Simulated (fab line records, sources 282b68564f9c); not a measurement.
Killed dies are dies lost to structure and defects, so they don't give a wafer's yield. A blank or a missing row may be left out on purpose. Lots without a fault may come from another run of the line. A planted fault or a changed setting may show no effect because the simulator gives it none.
A struck lot beside a sound one | flow rit_cmos | 17 steps out of a route of 202
Sound: wafers L499.2, L499.3, L499.6. Struck: wafer L493.2. (L493.1, L493.5 of the same lot were not struck and are left out.) The cause comes at the end.
At each step with rows: each side's tool, then ch and its chambers, then its first start. Under that, the readings that differ: sound wafers | struck wafers | difference of the means | sigmas: that difference in standard deviations of wafers without a fault.
alike: readings whose means differ by less than 2 such deviations, and words and numbers that are the same on both sides. not compared: withheld readings, readings that some wafer has no value for, bounds like >300 that may hide the same value, and numbers for which the record gives no deviation and whose values overlap.
The two part at a step that has a row with sigmas, a row that says differs or no value, or rows on one side only. Numbers that don't overlap but have no deviation are shown without sigmas and don't part them. A reading that every wafer of one side lacks parts them only if that side has two wafers or more.

first, 1 step without rows for these wafers: RIT_PSD_IMPLANT_08.
RIT_PSD_STRIP_09: strips in O2, time 180 s.
  sound on plasma_asher-02 ch 0,1, day 6 03:37; struck on plasma_asher-02 ch 0, day 4 22:52
  alike: drypump_motor_current_A, rf_refl_power_W
  not compared: rf_hours_counter_h
RIT_PSD_TW_MEAS_10:
  sound on film_metro-03, day 6 03:48; struck on film_metro-03, day 4 23:02
  alike: PSD_TW
then, 3 steps without rows for these wafers: RIT_SDANNEAL_CLEAN_00 (cleans in SC1, time 600 s); RIT_SDANNEAL_CLEAN_01 (cleans in dHF, time 30 s); RIT_SDANNEAL_CLEAN_02 (cleans in SC2, time 600 s).
RIT_SDANNEAL_RTA_03: time 5 s.
  sound on rtp_anneal-01 ch 0, day 6 04:14; struck on rtp_anneal-01 ch 0, day 4 23:28
  alike: wafer_temp_C_max
RIT_SDANNEAL_RS_MEAS_04: measures by four-point-probe.
  sound on film_metro-03, day 6 04:18; struck on film_metro-03, day 4 23:31
  alike: PSD_RS
RIT_SDANNEAL_RS_MEAS_05: measures by four-point-probe.
  sound on film_metro-03, day 6 04:25; struck on film_metro-03, day 4 23:38
  alike: NSD_RS
RIT_SDANNEAL_RS_MEAS_06: measures by four-point-probe.
  sound on film_metro-03, day 6 04:32; struck on film_metro-03, day 4 23:46
  alike: PLDD_RS
RIT_SDANNEAL_RS_MEAS_07: measures by four-point-probe.
  sound on film_metro-03, day 6 04:40; struck on film_metro-03, day 4 23:53
  alike: NLDD_RS
then, 1 step without rows for these wafers: RIT_SILICIDE_WET_ETCH_00 (etches SiO2 in BOE, target depth 14 nm, time 15 s).
RIT_SILICIDE_SPUTTER_01: material Ti, target thk 30 nm, time 240 s.
  sound on pvd_sputter-03, day 6 04:46; struck on pvd_sputter-01, day 5 00:01
  reading                                     | sound             | struck | difference | sigmas
  model.Ti_of_SILICIDE_SPUTTER_01.thk_nm (nm) | 31.33 31.36 31.38 | 26.91  | -4.45      |
  alike: throttle_valve_pct
RIT_SILICIDE_RS_MEAS_02: measures by four-point-probe.
  sound on film_metro-01, day 6 04:56; struck on film_metro-04, day 5 00:10
  reading                 | sound          | struck | difference | sigmas
  SILICIDE_TI_RS (ohm/sq) | 45.4 45.3 45.2 | 54.9   | +9.6       | +12
RIT_SILICIDE_THK_MEAS_03: measures by xrf.
  sound on film_metro-01, day 6 05:03; struck on film_metro-04, day 5 00:17
  reading              | sound          | struck | difference | sigmas
  SILICIDE_TI_THK (nm) | 32.0 32.0 32.2 | 27.3   | -4.8       | -10
RIT_SILICIDE_RTA_04: time 10 s, ramp up 5 s, ramp down 5 s.
  sound on rtp_anneal-02 ch 0, day 6 05:07; struck on rtp_anneal-02 ch 0, day 5 00:20
  alike: wafer_temp_C_max
RIT_M1_PROBE_99:
  sound on prober-02, day 6 11:46; struck on prober-02, day 5 07:43
  reading                              | sound             | struck | difference | sigmas
  model.etest.npoly_line.line_ohm_um   | 169.7 166.6 167.8 | 185.8  | +17.8      |
  model.etest.ppoly_line.line_ohm_um   | 164.8 159.5 162   | 176.7  | +14.6      |
  model.etest.contact_nplus.end_ohm_um | 44.2 42.6 43.83   | 38.31  | -5.23      |
  model.etest.contact_pplus.end_ohm_um | 45.7 46.72 47.34  | 40.54  | -6.05      |
  model.etest.npoly_line.rs_ohm_sq     | 16.6 16.37 16.55  | 18.61  | +2.10      |
  model.etest.ppoly_line.rs_ohm_sq     | 15.93 15.93 15.99 | 17.75  | +1.80      |
  model.etest.npoly_sal.rs_ohm_sq      | 4.181 4.165 4.218 | 4.814  | +0.626     |
  model.etest.ppoly_sal.rs_ohm_sq      | 4.139 4.111 4.159 | 4.742  | +0.606     |
  alike: killed_at_M0_to_M3, killed_at_front_end, killed_dies, killed_open, killed_short

WHERE THEY PART
First at RIT_SILICIDE_RS_MEAS_02; last, within this record, at RIT_SILICIDE_THK_MEAS_03. Later steps at which nothing parts them and some readings are alike: RIT_SILICIDE_RTA_04, RIT_M1_PROBE_99.

WHY: what the simulator had put in
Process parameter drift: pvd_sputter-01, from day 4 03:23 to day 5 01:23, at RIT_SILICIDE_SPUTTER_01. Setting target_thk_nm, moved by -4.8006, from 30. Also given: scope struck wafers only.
